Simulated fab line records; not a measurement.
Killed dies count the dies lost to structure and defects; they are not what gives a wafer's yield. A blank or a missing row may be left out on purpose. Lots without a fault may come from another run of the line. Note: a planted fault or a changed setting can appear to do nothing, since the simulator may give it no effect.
fab line records || flow ritCmos
record: {"lots": 13, "wafers": 39, "lastDay": 7}
route steps=202 shown GATE@84 M1@202
lots that met no fault: taken from a fault-free run of the same line
startH: hours from the record's first day to the start of the lot's first wafer shown || waitH: hours since the lot's step before || " unchanged from the row above || L1.1+2: several wafers, shown together as one row || - no value, or no start given || * or withheld: withheld || < > ~ a bound
route shown NAME@n: a module of which the file shows steps, and the number in the route of the first || usual: the fault-free wafers' mean and standard deviation || same: alike in all rows || chamber/n: place in a boat || sites: readings site by site || _std_site: standard deviation across them || _edge_site: mean of outer sites minus mean of inner sites || radiusMm: for every site, how far away it sits from the centre of the wafer || mask NAME#n: copy n || behind: tool/chamber where the wafer was last shaped || hold: reason for holding the lot/hours on hold/outcome of the hold || device: the transistor (n, p or np) that didn't switch || end of line: tests run on the same wafers once the route is complete || a step with no rows: only its recipe || killed: at the first sort, the dies lost to defects and structure; wafer yield is something else || map: dies across one wafer; x = killed, . = not, _ = none there
set.NAME: the setting that was run; set.NAME@STEP: the one run at that earlier step || model.NAME: the simulator's own value behind a step, which no gauge read
the route's steps for a sample of lots (tables are steps, rows are wafers)
services: a tool's chamber out of use, with start hour (startH, from the record's first day; less than 0 if before it), hours out, and reason
== steps ==
step: RIT_GATE_CVD_08
recipe: {"material": "poly-Si", "targetThkNm": 250, "tempC": 610, "precursor": "SiH4", "timeS": 2220, "pressureMtorr": 300, "sih4FlowSccm": 100}
usual: {"spikeTcSourceC": "630.3/2.9"}
{"lot.wafer": "L658.1", "tool": "lpcvd-01", "chamber": 1, "startH": 37.32, "waitH": 0.1, "spikeTcSourceC": 629.4}
{"lot.wafer": "L658.2", "tool": "lpcvd-01", "chamber": 1, "startH": 37.32, "waitH": 0.1, "spikeTcSourceC": 631.1}
{"lot.wafer": "L658.4", "tool": "lpcvd-01", "chamber": 1, "startH": 37.32, "waitH": 0.1, "spikeTcSourceC": 631.0}
{"lot.wafer": "L659.1", "tool": "lpcvd-01", "chamber": 1, "startH": 44.64, "waitH": 0.1, "spikeTcSourceC": 631.4}
{"lot.wafer": "L659.4", "tool": "lpcvd-01", "chamber": 1, "startH": 44.64, "waitH": 0.1, "spikeTcSourceC": 630.4}
{"lot.wafer": "L659.6", "tool": "lpcvd-01", "chamber": 1, "startH": 44.64, "waitH": 0.1, "spikeTcSourceC": 627.8}
{"lot.wafer": "L660.2", "tool": "lpcvd-01", "chamber": 0, "startH": 47.75, "waitH": 0.0, "spikeTcSourceC": 627.7}
{"lot.wafer": "L660.3", "tool": "lpcvd-01", "chamber": 0, "startH": 47.75, "waitH": 0.0, "spikeTcSourceC": 628.3}
{"lot.wafer": "L660.5", "tool": "lpcvd-01", "chamber": 0, "startH": 47.75, "waitH": 0.0, "spikeTcSourceC": 626.2}
{"lot.wafer": "L662.2", "tool": "lpcvd-01", "chamber": 0, "startH": 57.74, "waitH": 0.0, "spikeTcSourceC": 628.8}
{"lot.wafer": "L662.5", "tool": "lpcvd-01", "chamber": 0, "startH": 57.74, "waitH": 0.0, "spikeTcSourceC": 626.6}
{"lot.wafer": "L662.6", "tool": "lpcvd-01", "chamber": 0, "startH": 57.74, "waitH": 0.0, "spikeTcSourceC": 626.2}
{"lot.wafer": "L663.1", "tool": "lpcvd-01", "chamber": 1, "startH": 63.13, "waitH": 0.1, "spikeTcSourceC": 629.4}
{"lot.wafer": "L663.2", "tool": "lpcvd-01", "chamber": 1, "startH": 63.13, "waitH": 0.1, "spikeTcSourceC": 629.4}
{"lot.wafer": "L663.4", "tool": "lpcvd-01", "chamber": 1, "startH": 63.13, "waitH": 0.1, "spikeTcSourceC": 629.0}
{"lot.wafer": "L664.4", "tool": "lpcvd-02", "chamber": 0, "startH": 66.11, "waitH": 0.0, "spikeTcSourceC": 630.2}
{"lot.wafer": "L664.5", "tool": "lpcvd-02", "chamber": 0, "startH": 66.11, "waitH": 0.0, "spikeTcSourceC": 630.6}
{"lot.wafer": "L664.6", "tool": "lpcvd-02", "chamber": 0, "startH": 66.11, "waitH": 0.0, "spikeTcSourceC": 631.4}
{"lot.wafer": "L665.4", "tool": "lpcvd-01", "chamber": 0, "startH": 69.92, "waitH": 0.0, "spikeTcSourceC": 626.6}
{"lot.wafer": "L665.5", "tool": "lpcvd-01", "chamber": 0, "startH": 69.92, "waitH": 0.0, "spikeTcSourceC": 627.9}
{"lot.wafer": "L665.6", "tool": "lpcvd-01", "chamber": 0, "startH": 69.92, "waitH": 0.0, "spikeTcSourceC": 627.5}
{"lot.wafer": "L667.2", "tool": "lpcvd-02", "chamber": 1, "startH": 80.26, "waitH": 0.0, "spikeTcSourceC": 634.9}
{"lot.wafer": "L667.5", "tool": "lpcvd-02", "chamber": 1, "startH": 80.26, "waitH": 0.0, "spikeTcSourceC": 634.4}
{"lot.wafer": "L667.6", "tool": "lpcvd-02", "chamber": 1, "startH": 80.26, "waitH": 0.0, "spikeTcSourceC": 633.9}
{"lot.wafer": "L670.2", "tool": "lpcvd-01", "chamber": 1, "startH": 99.70, "waitH": 1.4, "spikeTcSourceC": 628.4}
{"lot.wafer": "L670.3", "tool": "lpcvd-01", "chamber": 1, "startH": 99.70, "waitH": 1.4, "spikeTcSourceC": 629.4}
{"lot.wafer": "L670.4", "tool": "lpcvd-01", "chamber": 1, "startH": 99.70, "waitH": 1.4, "spikeTcSourceC": 630.7}
{"lot.wafer": "L671.1", "tool": "lpcvd-01", "chamber": 0, "startH": 101.32, "waitH": 0.4, "spikeTcSourceC": 627.0}
{"lot.wafer": "L671.2", "tool": "lpcvd-01", "chamber": 0, "startH": 101.32, "waitH": 0.4, "spikeTcSourceC": 628.0}
{"lot.wafer": "L671.3", "tool": "lpcvd-01", "chamber": 0, "startH": 101.32, "waitH": 0.4, "spikeTcSourceC": 627.5}
{"lot.wafer": "L674.3", "tool": "lpcvd-01", "chamber": 0, "startH": 117.36, "waitH": 0.0, "spikeTcSourceC": 625.8}
{"lot.wafer": "L674.5", "tool": "lpcvd-01", "chamber": 0, "startH": 117.36, "waitH": 0.0, "spikeTcSourceC": 627.6}
{"lot.wafer": "L674.6", "tool": "lpcvd-01", "chamber": 0, "startH": 117.36, "waitH": 0.0, "spikeTcSourceC": 628.0}
{"lot.wafer": "L678.1", "tool": "lpcvd-02", "chamber": 1, "startH": 139.38, "waitH": 0.9, "spikeTcSourceC": 634.3}
{"lot.wafer": "L678.3", "tool": "lpcvd-02", "chamber": 1, "startH": 139.38, "waitH": 0.9, "spikeTcSourceC": 632.9}
{"lot.wafer": "L678.4", "tool": "lpcvd-02", "chamber": 1, "startH": 139.38, "waitH": 0.9, "spikeTcSourceC": 633.8}
{"lot.wafer": "L681.1", "tool": "lpcvd-01", "chamber": 1, "startH": 150.77, "waitH": 0.1, "spikeTcSourceC": 630.2}
{"lot.wafer": "L681.4", "tool": "lpcvd-01", "chamber": 1, "startH": 150.77, "waitH": 0.1, "spikeTcSourceC": 628.8}
{"lot.wafer": "L681.5", "tool": "lpcvd-01", "chamber": 1, "startH": 150.77, "waitH": 0.1, "spikeTcSourceC": 631.1}
step: RIT_GATE_THK_MEAS_09
recipe: {"reads": "poly-Si_of_GATE_CVD_08"}
usual: {"GATE_POLY_THK": "249.4/2.6"}
{"lot.wafer": "L658.1", "tool": "filmMetro-01", "chamber": "-", "startH": 38.93, "waitH": 0.0, "hold": "-", "GATE_POLY_THK[nm]": 247.4}
{"lot.wafer": "L658.2", "tool": "filmMetro-01", "chamber": "-", "startH": 38.93, "waitH": 0.0, "hold": "-", "GATE_POLY_THK[nm]": 246.1}
{"lot.wafer": "L658.4", "tool": "filmMetro-01", "chamber": "-", "startH": 38.93, "waitH": 0.0, "hold": "-", "GATE_POLY_THK[nm]": 246.7}
{"lot.wafer": "L659.1", "tool": "filmMetro-02", "chamber": "-", "startH": 46.26, "waitH": 0.0, "hold": "-", "GATE_POLY_THK[nm]": 249.0}
{"lot.wafer": "L659.4", "tool": "filmMetro-02", "chamber": "-", "startH": 46.26, "waitH": 0.0, "hold": "-", "GATE_POLY_THK[nm]": 247.7}
{"lot.wafer": "L659.6", "tool": "filmMetro-02", "chamber": "-", "startH": 46.26, "waitH": 0.0, "hold": "-", "GATE_POLY_THK[nm]": 246.6}
{"lot.wafer": "L660.2", "tool": "filmMetro-03", "chamber": "-", "startH": 49.38, "waitH": 0.0, "hold": "-", "GATE_POLY_THK[nm]": 248.4}
{"lot.wafer": "L660.3", "tool": "filmMetro-03", "chamber": "-", "startH": 49.38, "waitH": 0.0, "hold": "-", "GATE_POLY_THK[nm]": 247.7}
{"lot.wafer": "L660.5", "tool": "filmMetro-03", "chamber": "-", "startH": 49.38, "waitH": 0.0, "hold": "-", "GATE_POLY_THK[nm]": 248.8}
{"lot.wafer": "L662.2", "tool": "filmMetro-02", "chamber": "-", "startH": 59.36, "waitH": 0.0, "hold": "-", "GATE_POLY_THK[nm]": 248.8}
{"lot.wafer": "L662.5", "tool": "filmMetro-02", "chamber": "-", "startH": 59.36, "waitH": 0.0, "hold": "-", "GATE_POLY_THK[nm]": 250.1}
{"lot.wafer": "L662.6", "tool": "filmMetro-02", "chamber": "-", "startH": 59.36, "waitH": 0.0, "hold": "-", "GATE_POLY_THK[nm]": 251.0}
{"lot.wafer": "L663.1", "tool": "filmMetro-01", "chamber": "-", "startH": 64.75, "waitH": 0.0, "hold": "-", "GATE_POLY_THK[nm]": 247.6}
{"lot.wafer": "L663.2", "tool": "filmMetro-01", "chamber": "-", "startH": 64.75, "waitH": 0.0, "hold": "-", "GATE_POLY_THK[nm]": 247.1}
{"lot.wafer": "L663.4", "tool": "filmMetro-01", "chamber": "-", "startH": 64.75, "waitH": 0.0, "hold": "-", "GATE_POLY_THK[nm]": 247.5}
{"lot.wafer": "L664.4", "tool": "filmMetro-02", "chamber": "-", "startH": 67.76, "waitH": 0.0, "hold": "-", "GATE_POLY_THK[nm]": 250.3}
{"lot.wafer": "L664.5", "tool": "filmMetro-02", "chamber": "-", "startH": 67.76, "waitH": 0.0, "hold": "-", "GATE_POLY_THK[nm]": 248.2}
{"lot.wafer": "L664.6", "tool": "filmMetro-02", "chamber": "-", "startH": 67.76, "waitH": 0.0, "hold": "-", "GATE_POLY_THK[nm]": 248.7}
{"lot.wafer": "L665.4", "tool": "filmMetro-01", "chamber": "-", "startH": 71.56, "waitH": 0.0, "hold": "-", "GATE_POLY_THK[nm]": 249.0}
{"lot.wafer": "L665.5", "tool": "filmMetro-01", "chamber": "-", "startH": 71.56, "waitH": 0.0, "hold": "-", "GATE_POLY_THK[nm]": 248.8}
{"lot.wafer": "L665.6", "tool": "filmMetro-01", "chamber": "-", "startH": 71.56, "waitH": 0.0, "hold": "-", "GATE_POLY_THK[nm]": 250.3}
{"lot.wafer": "L667.2", "tool": "filmMetro-01", "chamber": "-", "startH": 81.88, "waitH": 0.0, "hold": "-", "GATE_POLY_THK[nm]": 249.2}
{"lot.wafer": "L667.5", "tool": "filmMetro-01", "chamber": "-", "startH": 81.88, "waitH": 0.0, "hold": "-", "GATE_POLY_THK[nm]": 249.9}
{"lot.wafer": "L667.6", "tool": "filmMetro-01", "chamber": "-", "startH": 81.88, "waitH": 0.0, "hold": "-", "GATE_POLY_THK[nm]": 248.8}
{"lot.wafer": "L670.2", "tool": "filmMetro-01", "chamber": "-", "startH": 101.33, "waitH": 0.0, "hold": "-", "GATE_POLY_THK[nm]": 251.7}
{"lot.wafer": "L670.3", "tool": "filmMetro-01", "chamber": "-", "startH": 101.33, "waitH": 0.0, "hold": "-", "GATE_POLY_THK[nm]": 253.6}
{"lot.wafer": "L670.4", "tool": "filmMetro-01", "chamber": "-", "startH": 101.33, "waitH": 0.0, "hold": "-", "GATE_POLY_THK[nm]": 252.3}
{"lot.wafer": "L671.1", "tool": "filmMetro-01", "chamber": "-", "startH": 102.94, "waitH": 0.0, "hold": "-", "GATE_POLY_THK[nm]": 244.1}
{"lot.wafer": "L671.2", "tool": "filmMetro-01", "chamber": "-", "startH": 102.94, "waitH": 0.0, "hold": "-", "GATE_POLY_THK[nm]": 243.1}
{"lot.wafer": "L671.3", "tool": "filmMetro-01", "chamber": "-", "startH": 102.94, "waitH": 0.0, "hold": "-", "GATE_POLY_THK[nm]": 245.7}
{"lot.wafer": "L674.3", "tool": "filmMetro-01", "chamber": "-", "startH": 119.00, "waitH": 0.0, "hold": "-", "GATE_POLY_THK[nm]": 248.9}
{"lot.wafer": "L674.5", "tool": "filmMetro-01", "chamber": "-", "startH": 119.00, "waitH": 0.0, "hold": "-", "GATE_POLY_THK[nm]": 250.1}
{"lot.wafer": "L674.6", "tool": "filmMetro-01", "chamber": "-", "startH": 119.00, "waitH": 0.0, "hold": "-", "GATE_POLY_THK[nm]": 251.1}
{"lot.wafer": "L678.1", "tool": "filmMetro-02", "chamber": "-", "startH": 141.00, "waitH": 0.0, "hold": "awaitDispo/0.2h/release", "GATE_POLY_THK[nm]": 165.9}
{"lot.wafer": "L678.3", "tool": "filmMetro-02", "chamber": "-", "startH": 141.00, "waitH": 0.0, "hold": "awaitDispo/0.2h/release", "GATE_POLY_THK[nm]": 168.0}
{"lot.wafer": "L678.4", "tool": "filmMetro-02", "chamber": "-", "startH": 141.00, "waitH": 0.0, "hold": "awaitDispo/0.2h/release", "GATE_POLY_THK[nm]": 167.0}
{"lot.wafer": "L678.1", "tool": "filmMetro-02", "chamber": "-", "startH": 141.23, "waitH": 0.2, "hold": "-", "GATE_POLY_THK[nm]": 165.9}
{"lot.wafer": "L678.3", "tool": "filmMetro-02", "chamber": "-", "startH": 141.23, "waitH": 0.2, "hold": "-", "GATE_POLY_THK[nm]": 168.2}
{"lot.wafer": "L678.4", "tool": "filmMetro-02", "chamber": "-", "startH": 141.23, "waitH": 0.2, "hold": "-", "GATE_POLY_THK[nm]": 167.1}
{"lot.wafer": "L681.1", "tool": "filmMetro-02", "chamber": "-", "startH": 152.39, "waitH": 0.0, "hold": "-", "GATE_POLY_THK[nm]": 251.9}
{"lot.wafer": "L681.4", "tool": "filmMetro-02", "chamber": "-", "startH": 152.39, "waitH": 0.0, "hold": "-", "GATE_POLY_THK[nm]": 252.3}
{"lot.wafer": "L681.5", "tool": "filmMetro-02", "chamber": "-", "startH": 152.39, "waitH": 0.0, "hold": "-", "GATE_POLY_THK[nm]": 250.8}
step: RIT_GATE_ETCH_19
recipe: {"chemistry": "SF6/CHF3/O2", "timeS": 165, "SF6_flow_sccm": 30, "CHF3_flow_sccm": 30, "O2_flow_sccm": 5, "target": "poly-Si", "pressureMtorr": 40, "rfW": 160, "targetDepthA": 3125, "overEtchFrac": 0.25, "stopOn": "SiO2"}
usual: {"drypumpMotorCurrentA": "5.6/0.4", "oesProductAu": "0.859/0.014", "throttleValvePct": "10.25/0.11"}
{"lot.wafer": "L658.1", "tool": "rieSi-01", "chamber": 3, "startH": 40.23, "waitH": 0.1, "drypumpMotorCurrentA": 5.8, "oesProductAu": 0.876, "rfHoursCounterH": 132, "throttleValvePct": 10.41}
{"lot.wafer": "L658.2", "tool": "rieSi-01", "chamber": 1, "startH": 40.23, "waitH": 0.1, "drypumpMotorCurrentA": 5.5, "oesProductAu": 0.845, "rfHoursCounterH": 159, "throttleValvePct": 10.11}
{"lot.wafer": "L658.4", "tool": "rieSi-01", "chamber": 2, "startH": 40.23, "waitH": 0.1, "drypumpMotorCurrentA": 5.8, "oesProductAu": 0.843, "rfHoursCounterH": 1, "throttleValvePct": 10.36}
{"lot.wafer": "L659.1", "tool": "rieSi-02", "chamber": 2, "startH": 47.71, "waitH": 0.1, "drypumpMotorCurrentA": 5.3, "oesProductAu": 0.873, "rfHoursCounterH": 89, "throttleValvePct": 10.31}
{"lot.wafer": "L659.4", "tool": "rieSi-02", "chamber": 1, "startH": 47.71, "waitH": 0.1, "drypumpMotorCurrentA": 5.3, "oesProductAu": 0.865, "rfHoursCounterH": 42, "throttleValvePct": 10.23}
{"lot.wafer": "L659.6", "tool": "rieSi-02", "chamber": 3, "startH": 47.71, "waitH": 0.1, "drypumpMotorCurrentA": 5.0, "oesProductAu": 0.873, "rfHoursCounterH": "-", "throttleValvePct": 10.19}
{"lot.wafer": "L660.2", "tool": "rieSi-01", "chamber": 3, "startH": 50.58, "waitH": 0.1, "drypumpMotorCurrentA": 5.8, "oesProductAu": 0.873, "rfHoursCounterH": 132, "throttleValvePct": 10.40}
{"lot.wafer": "L660.3", "tool": "rieSi-01", "chamber": 1, "startH": 50.58, "waitH": 0.1, "drypumpMotorCurrentA": 5.5, "oesProductAu": 0.851, "rfHoursCounterH": 159, "throttleValvePct": 10.10}
{"lot.wafer": "L660.5", "tool": "rieSi-01", "chamber": 1, "startH": 50.58, "waitH": 0.1, "drypumpMotorCurrentA": 5.5, "oesProductAu": 0.852, "rfHoursCounterH": "-", "throttleValvePct": 10.09}
{"lot.wafer": "L662.2", "tool": "rieSi-01", "chamber": 2, "startH": 60.70, "waitH": 0.1, "drypumpMotorCurrentA": 5.9, "oesProductAu": 0.839, "rfHoursCounterH": 1, "throttleValvePct": 10.36}
{"lot.wafer": "L662.5", "tool": "rieSi-01", "chamber": 0, "startH": 60.70, "waitH": 0.1, "drypumpMotorCurrentA": 6.1, "oesProductAu": 0.843, "rfHoursCounterH": "-", "throttleValvePct": 10.29}
{"lot.wafer": "L662.6", "tool": "rieSi-01", "chamber": 3, "startH": 60.70, "waitH": 0.1, "drypumpMotorCurrentA": 5.8, "oesProductAu": 0.874, "rfHoursCounterH": "-", "throttleValvePct": 10.40}
{"lot.wafer": "L663.1", "tool": "rieSi-02", "chamber": 2, "startH": 66.10, "waitH": 0.1, "drypumpMotorCurrentA": 5.3, "oesProductAu": 0.873, "rfHoursCounterH": 89, "throttleValvePct": 10.31}
{"lot.wafer": "L663.2", "tool": "rieSi-02", "chamber": 0, "startH": 66.10, "waitH": 0.1, "drypumpMotorCurrentA": 6.2, "oesProductAu": 0.856, "rfHoursCounterH": 99, "throttleValvePct": 10.04}
{"lot.wafer": "L663.4", "tool": "rieSi-02", "chamber": 3, "startH": 66.10, "waitH": 0.1, "drypumpMotorCurrentA": 5.0, "oesProductAu": 0.870, "rfHoursCounterH": 1, "throttleValvePct": 10.18}
{"lot.wafer": "L664.4", "tool": "rieSi-01", "chamber": 2, "startH": 69.12, "waitH": 0.1, "drypumpMotorCurrentA": 5.8, "oesProductAu": 0.849, "rfHoursCounterH": "-", "throttleValvePct": 10.35}
{"lot.wafer": "L664.5", "tool": "rieSi-01", "chamber": 0, "startH": 69.12, "waitH": 0.1, "drypumpMotorCurrentA": 6.1, "oesProductAu": 0.838, "rfHoursCounterH": "-", "throttleValvePct": 10.29}
{"lot.wafer": "L664.6", "tool": "rieSi-01", "chamber": 3, "startH": 69.12, "waitH": 0.1, "drypumpMotorCurrentA": 5.8, "oesProductAu": 0.875, "rfHoursCounterH": "-", "throttleValvePct": 10.40}
{"lot.wafer": "L665.4", "tool": "rieSi-02", "chamber": 3, "startH": 73.00, "waitH": 0.1, "drypumpMotorCurrentA": 5.0, "oesProductAu": 0.877, "rfHoursCounterH": 1, "throttleValvePct": 10.19}
{"lot.wafer": "L665.5", "tool": "rieSi-02", "chamber": 3, "startH": 73.00, "waitH": 0.1, "drypumpMotorCurrentA": 5.0, "oesProductAu": 0.870, "rfHoursCounterH": "-", "throttleValvePct": 10.19}
{"lot.wafer": "L665.6", "tool": "rieSi-02", "chamber": 2, "startH": 73.00, "waitH": 0.1, "drypumpMotorCurrentA": 5.3, "oesProductAu": 0.870, "rfHoursCounterH": "-", "throttleValvePct": 10.29}
{"lot.wafer": "L667.2", "tool": "rieSi-02", "chamber": 2, "startH": 83.16, "waitH": 0.1, "drypumpMotorCurrentA": 5.3, "oesProductAu": 0.867, "rfHoursCounterH": 89, "throttleValvePct": 10.31}
{"lot.wafer": "L667.5", "tool": "rieSi-02", "chamber": 0, "startH": 83.16, "waitH": 0.1, "drypumpMotorCurrentA": 6.3, "oesProductAu": 0.863, "rfHoursCounterH": "-", "throttleValvePct": 10.05}
{"lot.wafer": "L667.6", "tool": "rieSi-02", "chamber": 3, "startH": 83.16, "waitH": 0.1, "drypumpMotorCurrentA": 5.0, "oesProductAu": 0.866, "rfHoursCounterH": "-", "throttleValvePct": 10.19}
{"lot.wafer": "L670.2", "tool": "rieSi-01", "chamber": 2, "startH": 102.66, "waitH": 0.1, "drypumpMotorCurrentA": 5.8, "oesProductAu": 0.851, "rfHoursCounterH": 2, "throttleValvePct": 10.34}
{"lot.wafer": "L670.3", "tool": "rieSi-01", "chamber": 0, "startH": 102.66, "waitH": 0.1, "drypumpMotorCurrentA": 6.1, "oesProductAu": 0.841, "rfHoursCounterH": 82, "throttleValvePct": 10.29}
{"lot.wafer": "L670.4", "tool": "rieSi-01", "chamber": 3, "startH": 102.66, "waitH": 0.1, "drypumpMotorCurrentA": 5.8, "oesProductAu": 0.878, "rfHoursCounterH": 132, "throttleValvePct": 10.40}
{"lot.wafer": "L671.1", "tool": "rieSi-02", "chamber": 1, "startH": 104.28, "waitH": 0.1, "drypumpMotorCurrentA": 5.3, "oesProductAu": 0.854, "rfHoursCounterH": 42, "throttleValvePct": 10.24}
{"lot.wafer": "L671.2", "tool": "rieSi-02", "chamber": 2, "startH": 104.28, "waitH": 0.1, "drypumpMotorCurrentA": 5.3, "oesProductAu": 0.866, "rfHoursCounterH": 90, "throttleValvePct": 10.31}
{"lot.wafer": "L671.3", "tool": "rieSi-02", "chamber": 1, "startH": 104.28, "waitH": 0.1, "drypumpMotorCurrentA": 5.3, "oesProductAu": 0.855, "rfHoursCounterH": "-", "throttleValvePct": 10.25}
{"lot.wafer": "L674.3", "tool": "rieSi-01", "chamber": 1, "startH": 120.39, "waitH": 0.1, "drypumpMotorCurrentA": 5.5, "oesProductAu": 0.847, "rfHoursCounterH": 0, "throttleValvePct": 10.10}
{"lot.wafer": "L674.5", "tool": "rieSi-01", "chamber": 1, "startH": 120.39, "waitH": 0.1, "drypumpMotorCurrentA": 5.5, "oesProductAu": 0.846, "rfHoursCounterH": "-", "throttleValvePct": 10.11}
{"lot.wafer": "L674.6", "tool": "rieSi-01", "chamber": 0, "startH": 120.39, "waitH": 0.1, "drypumpMotorCurrentA": 6.1, "oesProductAu": 0.852, "rfHoursCounterH": "-", "throttleValvePct": 10.29}
{"lot.wafer": "L678.1", "tool": "rieSi-01", "chamber": 1, "startH": 145.70, "waitH": 0.1, "drypumpMotorCurrentA": 5.5, "oesProductAu": 0.643, "rfHoursCounterH": 0, "throttleValvePct": 10.12}
{"lot.wafer": "L678.3", "tool": "rieSi-01", "chamber": 0, "startH": 145.70, "waitH": 0.1, "drypumpMotorCurrentA": 6.1, "oesProductAu": 0.646, "rfHoursCounterH": 83, "throttleValvePct": 10.29}
{"lot.wafer": "L678.4", "tool": "rieSi-01", "chamber": 2, "startH": 145.70, "waitH": 0.1, "drypumpMotorCurrentA": 5.8, "oesProductAu": 0.640, "rfHoursCounterH": 2, "throttleValvePct": 10.36}
{"lot.wafer": "L681.1", "tool": "rieSi-02", "chamber": 1, "startH": 153.77, "waitH": 0.1, "drypumpMotorCurrentA": 5.3, "oesProductAu": 0.874, "rfHoursCounterH": 43, "throttleValvePct": 10.24}
{"lot.wafer": "L681.4", "tool": "rieSi-02", "chamber": 2, "startH": 153.77, "waitH": 0.1, "drypumpMotorCurrentA": 5.3, "oesProductAu": 0.880, "rfHoursCounterH": 90, "throttleValvePct": 10.28}
{"lot.wafer": "L681.5", "tool": "rieSi-02", "chamber": 3, "startH": 153.77, "waitH": 0.1, "drypumpMotorCurrentA": 5.0, "oesProductAu": 0.879, "rfHoursCounterH": "-", "throttleValvePct": 10.20}
step: RIT_M1_PROBE_99
usual: {"killedAtContacts": "0.1/0.24", "killedAtFrontEnd": "7/3.2", "killedDies": "7/3.2", "killedOpen": "3.6/2.1", "killedShort": "3.5/2"}
same: {"grossDies": 264, "killed_at_M0_to_M3": 0, "killed_at_M4_up": 0, "killedAtBackSide": 0, "killedAtOther": 0}
{"lot.wafer": "L678.1", "tool": "prober-02", "chamber": "-", "startH": 168.60, "waitH": 0.1, "killedAtContacts": 0, "killedAtFrontEnd": 8, "killedDies": 8, "killedOpen": 4, "killedShort": 4}
{"lot.wafer": "L678.3", "tool": "prober-02", "chamber": "-", "startH": 168.70, "waitH": 0.2, "killedAtContacts": 0, "killedAtFrontEnd": 9, "killedDies": 9, "killedOpen": 5, "killedShort": 4}
{"lot.wafer": "L678.4", "tool": "prober-02", "chamber": "-", "startH": 168.75, "waitH": 0.2, "killedAtContacts": 0, "killedAtFrontEnd": 3, "killedDies": 3, "killedOpen": 2, "killedShort": 1}
killed by level:class
L678.1 GATE:geometricParticle:open=2 GATE:geometricParticle:short=2 FOX1:geometricParticle:short=1 SPACER:geometricParticle:short=1 SPACER:geometricParticle:open=1 SILICIDE:geometricParticle:open=1
L678.3 GATE:geometricParticle:open=2 SILICIDE:geometricParticle:open=2 FOX1:geometricParticle:short=1 FOX2:geometricParticle:short=1 REOX:geometricParticle:short=1 REOX:geometricParticle:open=1 SILICIDE:geometricParticle:short=1
L678.4 FOX1:geometricParticle:open=1 GATE:geometricParticle:open=1 SILICIDE:geometricParticle:short=1
== services ==
{"tool": "rieSi-02", "chamber": 0, "startH": 16.03, "hours": 3.3, "kind": "repair"}
{"tool": "rieSi-02", "chamber": 3, "startH": 63.02, "hours": 0.9, "kind": "repair"}
{"tool": "rieSi-01", "chamber": 1, "startH": 68.24, "hours": "-", "kind": "clean"}
{"tool": "rieSi-01", "chamber": 1, "startH": 68.24, "hours": 23.4, "kind": "scheduledDown"}
{"tool": "rieSi-01", "chamber": 1, "startH": 68.24, "hours": 23.4, "kind": "ventCycle"}
{"tool": "lpcvd-01", "chamber": "-", "startH": 91.45, "hours": 0.5, "kind": "repair"}
{"tool": "rieSi-02", "chamber": 0, "startH": 92.27, "hours": 17.3, "kind": "repair"}
{"tool": "rieSi-02", "chamber": 3, "startH": 100.43, "hours": 4.9, "kind": "repair"}
{"tool": "rieSi-01", "chamber": 2, "startH": 122.60, "hours": 3.7, "kind": "repair"}
== key ==
firstSign: {"step": "RIT_GATE_THK_MEAS_09", "reading": "visit", "direction": "added"}
effect: {"step": "RIT_GATE_THK_MEAS_09", "reading": "GATE_POLY_THK", "direction": "down", "sigmas": 31, "usual": 249.4, "struck": 167.0}
effect: {"step": "RIT_GATE_ETCH_19", "reading": "oesProductAu", "direction": "down", "sigmas": 16, "usual": 0.859, "struck": 0.643}
metAt RIT_GATE_CVD_08
struckLots L678
struckWafers L678.1,L678.3,L678.4
testerLeftOut L678
onsetBetween 80.26 139.38
fault: {"kind": "processParameterDrift", "tool": "lpcvd-02", "chamber": 1, "onsetH": 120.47, "steps": "RIT_GATE_CVD_08", "channel": "targetThkNm", "offset": -82.5, "shape": "step", "endH": 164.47, "actsIn": "theseRecipesOnly", "stated": 250}
testerLeftOut: of these lots the tester's yield and bins aren't shown, on N5 and GAA mostly nor the transistor test; their killed dies are dies lost to structure and defects alone, not to doping, threshold or leakage, so they don't give the yield
